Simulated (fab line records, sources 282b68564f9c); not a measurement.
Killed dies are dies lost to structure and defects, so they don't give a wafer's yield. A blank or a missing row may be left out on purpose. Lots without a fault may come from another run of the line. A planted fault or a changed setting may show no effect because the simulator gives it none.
Which tool did it? | flow rit_cmos | 13 lots, 39 wafers sampled, at 2 steps of a route of 202

WHAT THE GAUGES READ, wafer by wafer
The record holds no reading of a measuring or inspecting step that can be judged against a usual standard deviation.

WHICH TOOL RAN EACH LOT (tool, then ch and the chambers of the sampled wafers, then the start)
lot  | RIT_GATE_ETCH_19                | RIT_M1_PROBE_99
L106 | rie_si-02 ch 0,1,2, day 2 13:58 | -
L107 | rie_si-01 ch 0,1,3, day 2 20:23 | -
L108 | rie_si-02 ch 0,2, day 3 03:16   | -
L112 | rie_si-02 ch 1,3, day 3 23:43   | -
L114 | rie_si-02 ch 0,1,3, day 4 06:11 | -
L115 | rie_si-01 ch 2,3, day 4 11:07   | prober-02, day 5 07:23
L117 | rie_si-01 ch 0,2, day 4 20:55   | prober-02, day 5 16:38
L120 | rie_si-02 ch 1,2,3, day 5 10:55 | -
L122 | rie_si-02 ch 2,3, day 5 22:11   | -
L124 | rie_si-02 ch 1,2,3, day 6 06:01 | -
L126 | rie_si-02 ch 0,1,3, day 6 18:07 | -
L128 | rie_si-02 ch 0,1,3, day 7 03:04 | -
L129 | rie_si-01 ch 1,3, day 7 07:20   | -
- RIT_GATE_ETCH_19: etches poly-Si in SF6/CHF3/O2, stops on SiO2, time 165 s, target depth 312.5 nm.
- RIT_M1_PROBE_99

WHAT THE TOOLS THEMSELVES READ (means of the sampled wafers that have a number; where no wafer has one, the mark that the record gives instead)
RIT_GATE_ETCH_19.
lot  | tool      | drypump_motor_current_A (A) | oes_product_au (a.u.) | throttle_valve_pct (%)
L106 | rie_si-02 | 6.1                         | 0.851                 | 10.38
L107 | rie_si-01 | 5.3                         | 0.865                 | 10.23
L108 | rie_si-02 | 6.3                         | 0.862                 | 10.30
L112 | rie_si-02 | 5.5                         | 0.838                 | 10.43
L114 | rie_si-02 | 5.7                         | 0.857                 | 10.34
L115 | rie_si-01 | 5.9                         | 0.862                 | 10.15
L117 | rie_si-01 | 5.3                         | 0.849                 | 10.43
L120 | rie_si-02 | 5.7                         | 0.851                 | 10.34
L122 | rie_si-02 | 5.5                         | 0.870                 | 10.22
L124 | rie_si-02 | 5.7                         | 0.857                 | 10.34
L126 | rie_si-02 | 5.7                         | 0.848                 | 10.34
L128 | rie_si-02 | 5.7                         | 0.859                 | 10.34
L129 | rie_si-01 | 5.4                         | 0.853                 | 10.17

RIT_M1_PROBE_99.
lot  | tool      | killed_at_contacts | killed_at_front_end | killed_dies | killed_open | killed_short
L115 | prober-02 | 0.3                | 37.0                | 37.3        | 2.3         | 2.0
L117 | prober-02 | 0.0                | 36.7                | 36.7        | 3.3         | 2.7

THE ANSWER, worked out from the rows above alone
Rule: what is usual is taken from the lots themselves. Put in order of their means at a reading, lots are off if they are a third of the lots or fewer, leave a main group of 4 or more, and stand apart from it by a gap of 3 or more times the standard deviation of the main group's means; of several such gaps the widest counts. A main group whose means are all the same, to the digits that the tables above print for the reading, isn't used. A lot without any number at a reading at which 4 lots or more have one is off too. The other lots that the step has rows for count as sound. The gauges are gone through in route order, then the tools' own readings, and for those a lot's mean is taken as printed above. The first step at which some lot is off is used, and at that step the reading that is off furthest; a lot without a number counts as furthest.
No lot is off at any reading shown: from this, nothing can be told.

WHAT THE SIMULATOR HAD PUT IN
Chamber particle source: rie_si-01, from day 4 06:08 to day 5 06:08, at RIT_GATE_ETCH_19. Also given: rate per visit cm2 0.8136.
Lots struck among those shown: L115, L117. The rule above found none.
